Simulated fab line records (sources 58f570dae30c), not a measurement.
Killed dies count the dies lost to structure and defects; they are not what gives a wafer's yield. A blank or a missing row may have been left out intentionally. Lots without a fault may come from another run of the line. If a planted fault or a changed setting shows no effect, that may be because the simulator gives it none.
Which tool was responsible? ; flow berkeley cmos170 ; 14 lots with 42 wafers sampled at 5 steps, on a route of 331 steps

WHAT EACH GAUGE READ, for each wafer
UCB170_ACTIVE_THK_MEAS_03. Usual: ACTIVE_OXIDE_THK 26.2 nm, standard deviation 0.44.
lot;measured;on;ACTIVE_OXIDE_THK (nm);flag
L912;day 4 09:29;film metro-03;26.5 26.7 26.1;
L913;day 4 09:29;film metro-01;26.6 26.3 26.4;
L916;day 5 04:07;film metro-02;26.1 26.4 26.3;
L918;day 5 14:46;film metro-01;25.8 25.7 25.7;
L917;day 5 14:46;film metro-02;26.9 26.9 26.3;
L919;day 5 17:41;film metro-01;26.2 26.3 26.2;
L920;day 6 09:01;film metro-03;26.2 26.2 26.6;
L925;day 6 15:17;film metro-01;26.5 26.4 26.2;
L924;day 6 15:20;film metro-01;25.7 26.1 25.8;
L927;day 7 02:39;film metro-01;25.9 25.9 26.0;
L926;day 7 02:40;film metro-02;26.0 26.4 26.1;
L929;day 7 09:38;film metro-01;26.0 26.9 26.6;
L928;day 7 09:40;film metro-03;26.5 26.9 26.5;
L935;day 8 05:46;film metro-02;25.5 25.0 24.9;

UCB170_NLDD_TW_MEAS_11. Usual: NLDD_TW 2220, standard deviation 11.
lot;measured;on;NLDD_TW;flag
L912;day 6 22:28;film metro-01;2216 2218 2213;
L913;day 6 22:45;film metro-02;2230 2233 2234;
L916;day 7 08:37;film metro-02;2223 2220 2222;
L918;day 7 21:56;film metro-02;2218 2206 2223;
L917;day 7 22:05;film metro-02;2220 2233 2215;
L919;day 7 21:21;film metro-02;2216 2204 2225;
L920;day 8 11:29;film metro-01;2226 2229 2225;
L925;day 8 21:51;film metro-01;2220 2235 2225;
L924;day 8 21:20;film metro-03;2216 2223 2226;
L927;day 9 09:29;film metro-02;2236 2247 2241;
L926;day 9 10:30;film metro-03;2149 2157 2159;OFF
L929;day 9 13:14;film metro-02;2183 2184 2184;OFF
L928;day 9 13:06;film metro-01;2221 2208 2203;
L935;day 10 13:47;film metro-03;2204 2208 2213;

UCB170_SDANNEAL_RS_MEAS_05: the measuring method here is four-point-probe. Usual: NLDD_RS 615.4 ohm/sq, standard deviation 1.3.
lot;measured;on;NLDD_RS (ohm/sq);flag
L912;day 7 08:12;film metro-02;614.1 614.3 614.2;
L913;day 7 07:37;film metro-03;615.4 615.3 614.6;
L916;day 7 21:16;film metro-03;616.3 617.4 617.8;
L918;day 8 09:01;film metro-01;613.2 614.7 614.5;
L917;day 8 09:17;film metro-02;617.6 617.8 616.8;
L919;day 8 08:50;film metro-02;616.5 618.6 615.7;
L920;day 8 21:31;film metro-02;614.8 617.1 613.5;
L925;day 9 08:29;film metro-03;615.4 615.8 617.0;
L924;day 9 08:16;film metro-02;616.0 617.3 616.5;
L927;day 9 22:29;film metro-03;615.1 613.4 613.4;
L926;day 9 22:40;film metro-01;653.3 653.4 651.4;OFF
L929;day 9 23:33;film metro-01;652.5 653.0 652.1;OFF
L928;day 9 23:00;film metro-02;614.3 614.7 614.6;
L935;day 10 21:02;film metro-02;615.2 615.4 617.0;

WHAT TOOL EACH LOT RAN ON (gives the tool, then ch and the chambers of the sampled wafers, and finally the start)
lot;UCB170_PLDD_STRIP_10;UCB170_NLDD_IMPLANT_09
L912;plasma asher-03 ch 0,1, day 6 20:25;implanter-01 ch 0, day 6 22:13
L913;plasma asher-02 ch 0,1, day 6 20:33;implanter-02 ch 0, day 6 22:30
L916;plasma asher-03 ch 0,1, day 7 06:19;implanter-01 ch 0, day 7 08:22
L918;plasma asher-03 ch 1, day 7 18:41;implanter-02 ch 0, day 7 21:41
L917;plasma asher-01 ch 0,1, day 7 19:23;implanter-03 ch 0, day 7 21:50
L919;plasma asher-02 ch 0,1, day 7 18:42;implanter-02 ch 0, day 7 21:08
L920;plasma asher-01 ch 0,1, day 8 09:36;implanter-02 ch 0, day 8 11:14
L925;plasma asher-01 ch 0,1, day 8 18:50;implanter-01 ch 0, day 8 21:36
L924;plasma asher-03 ch 0,1, day 8 18:32;implanter-01 ch 0, day 8 21:04
L927;plasma asher-02 ch 0,1, day 9 07:38;implanter-02 ch 0, day 9 09:14
L926;plasma asher-01 ch 0,1, day 9 08:14;implanter-01 ch 0, day 9 10:16
L929;plasma asher-03 ch 0,1, day 9 10:55;implanter-01 ch 0, day 9 12:59
L928;plasma asher-01 ch 0,1, day 9 10:44;implanter-03 ch 0, day 9 12:53
L935;plasma asher-03 ch 0,1, day 10 11:44;implanter-02 ch 0, day 10 13:33
- UCB170_PLDD_STRIP_10: strips in O2.
- UCB170_NLDD_IMPLANT_09

WHAT THE TOOLS THEMSELVES READ (means of the sampled wafers that have a number; where no wafer has one, the mark that the record gives instead)
UCB170_PLDD_STRIP_10. Usual: drypump motor current A 6.1 A, standard deviation 0.44; oes product au 0.734 a.u., standard deviation 0.0049; strip time to endpoint s 21.61 s, standard deviation 0.06.
lot;tool;drypump motor current A (A);oes product au (a.u.);strip time to endpoint s (s);flag
L912;plasma asher-03;5.9;0.733;21.61;
L913;plasma asher-02;6.3;0.731;21.68;
L916;plasma asher-03;5.9;0.735;21.70;
L918;plasma asher-03;5.8;0.737;21.55;
L917;plasma asher-01;6.2;0.735;21.63;
L919;plasma asher-02;5.7;0.736;21.61;
L920;plasma asher-01;6.4;0.726;21.58;
L925;plasma asher-01;6.4;0.738;21.55;
L924;plasma asher-03;5.9;0.733;21.62;
L927;plasma asher-02;5.7;0.737;21.57;
L926;plasma asher-01;6.3;0.735;21.53;
L929;plasma asher-03;5.9;0.735;21.61;
L928;plasma asher-01;6.4;0.737;21.68;
L935;plasma asher-03;5.9;0.733;21.57;

UCB170_NLDD_IMPLANT_09. Usual: dose ions cm2 5e+13, standard deviation 5.8e+10; faraday current uA 159, standard deviation 3.1; rotation deg 179.99 degrees, standard deviation 0.043.
lot;tool;dose ions cm2;faraday current uA;rotation deg (degrees);flag
L912;implanter-01;5e+13;160;180.04;
L913;implanter-02;5e+13;157;180.02;
L916;implanter-01;5e+13;158;179.96;
L918;implanter-02;5e+13;158;180.00;
L917;implanter-03;5e+13;160;179.99;
L919;implanter-02;5e+13;160;179.99;
L920;implanter-02;5e+13;159;179.99;
L925;implanter-01;5e+13;162;180.01;
L924;implanter-01;5e+13;162;179.96;
L927;implanter-02;5e+13;155;180.01;
L926;implanter-01;4e+13;132;180.01;OFF
L929;implanter-01;4e+13;133;180.01;OFF
L928;implanter-03;5e+13;160;179.99;
L935;implanter-02;5e+13;158;179.97;

THE ANSWER, worked out from the rows above alone
Rule: lot off if the mean of its wafers having a number is beyond 3 standard deviations from the usual mean. A lot without any number at a reading at which 4 lots or more have one is off too. Where the step has rows for the other lots, those lots are counted as sound. First the gauges in route order, then the tools' own readings, where a lot's mean is used as printed above. At the first step where some lot is off, the reading lying furthest off is the one used; lots without a number count as furthest.
Off: L926, L929, at UCB170_NLDD_TW_MEAS_11 (NLDD_TW).
A tool fits if, at a process step before that reading, it ran every lot that is off, and no sound lot after the first of them. Not tried: the gauges at UCB170_NLDD_TW_MEAS_11; whatever is off there is also off at UCB170_SDANNEAL_RS_MEAS_05, on other tools, and gauge error can't account for it. One candidate fits, namely implanter-01 at UCB170_NLDD_IMPLANT_09. A fault onset in the window from L925 (day 8 21:36, its last sound lot) to L926 (day 9 10:16, its first lot off) fits.
The tool's own readings at UCB170_NLDD_IMPLANT_09 bear it out: on the lots that are off they differ by more than 5 times the standard deviation of the sound lots' means. dose ions cm2 reads 4e+13 there against 5e+13 on the sound lots; faraday current uA reads 132 there against 159 on the sound lots.

WHAT WAS PUT IN BY THE SIMULATOR
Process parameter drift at UCB170_NLDD_IMPLANT_09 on implanter-01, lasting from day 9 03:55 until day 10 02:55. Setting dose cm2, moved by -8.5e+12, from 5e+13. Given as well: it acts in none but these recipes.
Shown lots that were struck: L926, L929. The rule above found the same.
